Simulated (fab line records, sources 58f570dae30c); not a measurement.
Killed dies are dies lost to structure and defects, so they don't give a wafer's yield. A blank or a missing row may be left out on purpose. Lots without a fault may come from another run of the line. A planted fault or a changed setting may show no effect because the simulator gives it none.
Split-lot experiment | flow berkeley_cmos170 | 5 lots, 23 wafers read, on a route of 331 steps

THE SPLIT
At UCB170_SCREENOX_OXIDATION_01 (target thk 14.4 nm, ox time 2400 s), the setting ox_time_s was moved away from the recipe's 2400 s on 20 of the 23 wafers read, by -10.6% to +14.2%. The other wafers ran this setting at the recipe's value.

The file shows no step between the split and the reading.

THE READING
SCREENOX_OXIDE_THK, in nm, at UCB170_SCREENOX_THK_MEAS_02. Fault-free wafers of this fab line usually give 14.5 nm, standard deviation 0.41 nm.

wafer  | tool, chamber at the split | ox_time_s as run, s | against the recipe | SCREENOX_OXIDE_THK, nm | against lot-mates on the recipe
L075.1 | -, -                       | 2156                | -10.2%             | 13.8                   | no lot-mate on the recipe
L075.2 | -, -                       | 2156                | -10.2%             | 13.6                   | no lot-mate on the recipe
L075.3 | -, -                       | 2156                | -10.2%             | 13.6                   | no lot-mate on the recipe
L075.5 | -, -                       | 2156                | -10.2%             | 13.9                   | no lot-mate on the recipe
L075.6 | -, -                       | 2156                | -10.2%             | 13.8                   | no lot-mate on the recipe
L076.1 | -, -                       | 2145                | -10.6%             | 13.1                   | no lot-mate on the recipe
L076.2 | -, -                       | 2145                | -10.6%             | 13.3                   | no lot-mate on the recipe
L076.3 | -, -                       | 2145                | -10.6%             | 13.3                   | no lot-mate on the recipe
L076.4 | -, -                       | 2145                | -10.6%             | 13.1                   | no lot-mate on the recipe
L076.5 | -, -                       | 2145                | -10.6%             | 13.1                   | no lot-mate on the recipe
L080.1 | furnace-02, 0              | 2400                | recipe             | 14.5                   | -
L080.3 | furnace-02, 0              | 2400                | recipe             | 14.6                   | -
L080.5 | furnace-02, 0              | 2400                | recipe             | 14.7                   | -
L082.1 | -, -                       | 2298                | -4.2%              | 14.3                   | no lot-mate on the recipe
L082.2 | -, -                       | 2298                | -4.2%              | 14.2                   | no lot-mate on the recipe
L082.3 | -, -                       | 2298                | -4.2%              | 14.1                   | no lot-mate on the recipe
L082.4 | -, -                       | 2298                | -4.2%              | 14.0                   | no lot-mate on the recipe
L082.5 | -, -                       | 2298                | -4.2%              | 14.2                   | no lot-mate on the recipe
L081.2 | -, -                       | 2741                | +14.2%             | 17.1                   | no lot-mate on the recipe
L081.3 | -, -                       | 2741                | +14.2%             | 16.8                   | no lot-mate on the recipe
L081.4 | -, -                       | 2741                | +14.2%             | 16.5                   | no lot-mate on the recipe
L081.5 | -, -                       | 2741                | +14.2%             | 16.6                   | no lot-mate on the recipe
L081.6 | -, -                       | 2741                | +14.2%             | 16.8                   | no lot-mate on the recipe

THE FIT
A straight line over all 23 wafers: SCREENOX_OXIDE_THK changes by +0.134 nm for each +1% of ox_time_s; r = +0.98; the points scatter about the line by 0.24 nm.
Too few moved wafers have a lot-mate on the recipe to fit a line with each lot's own level taken away.

THE WHOLE CHAIN: every reading that the file lists as answering this split, in the file's order
step                         | what it does                       | reading                                                                               | change (the file's fit)               | r (the file's)
UCB170_SCREENOX_OXIDATION_01 | target thk 14.4 nm, ox time 2400 s | SiO2_of_SCREENOX_OXIDATION_01.thk_nm (the simulator's own value, which no gauge read) | +0.133 nm for each +1% of the setting | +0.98
UCB170_SCREENOX_THK_MEAS_02  |                                    | SCREENOX_OXIDE_THK                                                                    | +0.134 for each +1% of the setting    | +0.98

THE FILE'S OWN FIT
SCREENOX_OXIDE_THK changes by +0.134 nm for each +1% of ox_time_s, r = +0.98.
